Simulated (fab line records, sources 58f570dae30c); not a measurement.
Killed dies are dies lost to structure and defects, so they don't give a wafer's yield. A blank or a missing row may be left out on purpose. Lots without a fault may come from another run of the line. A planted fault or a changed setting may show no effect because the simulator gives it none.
Which tool did it? | flow berkeley_cmos170 | 7 lots, 21 wafers sampled, at 3 steps of a route of 331

WHAT THE GAUGES READ, wafer by wafer
UCB170_SDANNEAL_RS_MEAS_05: measures by four-point-probe.
lot  | measured     | on            | NLDD_RS (ohm/sq)
L432 | day 8 23:20  | film_metro-02 | 616.9 615.3 614.1
L434 | day 9 09:23  | film_metro-04 | 613.7 616.4 615.6
L436 | day 9 09:46  | film_metro-02 | 617.9 617.3 617.0
L442 | day 10 10:44 | film_metro-04 | 618.0 617.1 617.4
L443 | day 11 10:17 | film_metro-03 | 616.9 617.5 617.4
L445 | day 11 16:38 | film_metro-04 | 642.9 642.5 641.5
L448 | day 12 02:16 | film_metro-04 | 618.2 616.0 614.6

WHICH TOOL RAN EACH LOT (tool, then ch and the chambers of the sampled wafers, then the start)
lot  | UCB170_NLDD_IMPLANT_09          | UCB170_NLDD_STRIP_10
L432 | implanter-02 ch 0, day 8 11:26  | plasma_asher-03 ch 0,1, day 8 11:35
L434 | implanter-03 ch 0, day 8 18:46  | plasma_asher-04 ch 0,1, day 8 18:55
L436 | implanter-01 ch 0, day 9 01:52  | plasma_asher-02 ch 0,1, day 9 02:01
L442 | implanter-01 ch 0, day 9 23:32  | plasma_asher-02 ch 0,1, day 9 23:41
L443 | implanter-01 ch 0, day 10 22:00 | plasma_asher-04 ch 0,1, day 10 22:07
L445 | implanter-01 ch 0, day 11 04:55 | plasma_asher-02 ch 0,1, day 11 05:02
L448 | implanter-02 ch 0, day 11 11:32 | plasma_asher-03 ch 0,1, day 11 11:41
- UCB170_NLDD_IMPLANT_09
- UCB170_NLDD_STRIP_10: strips in O2.

THE ANSWER, worked out from the rows above alone
Rule: what is usual is taken from the lots themselves. Put in order of their means at a reading, lots are off if they are a third of the lots or fewer, leave a main group of 4 or more, and stand apart from it by a gap of 3 or more times the standard deviation of the main group's means; of several such gaps the widest counts. A main group whose means are all the same, to the digits that the tables above print for the reading, isn't used. A lot without any number at a reading at which 4 lots or more have one is off too. The other lots that the step has rows for count as sound.
Off: L445, at UCB170_SDANNEAL_RS_MEAS_05 (NLDD_RS). The main group: mean 616.5 ohm/sq, standard deviation 0.93.
A tool fits if, at a process step before that reading, it ran every lot that is off, and no sound lot after the first of them. The gauges at UCB170_SDANNEAL_RS_MEAS_05 are tried like those tools. Can't be told from this: 2 tools fit, implanter-01 at UCB170_NLDD_IMPLANT_09, plasma_asher-02 at UCB170_NLDD_STRIP_10.

WHAT THE SIMULATOR HAD PUT IN
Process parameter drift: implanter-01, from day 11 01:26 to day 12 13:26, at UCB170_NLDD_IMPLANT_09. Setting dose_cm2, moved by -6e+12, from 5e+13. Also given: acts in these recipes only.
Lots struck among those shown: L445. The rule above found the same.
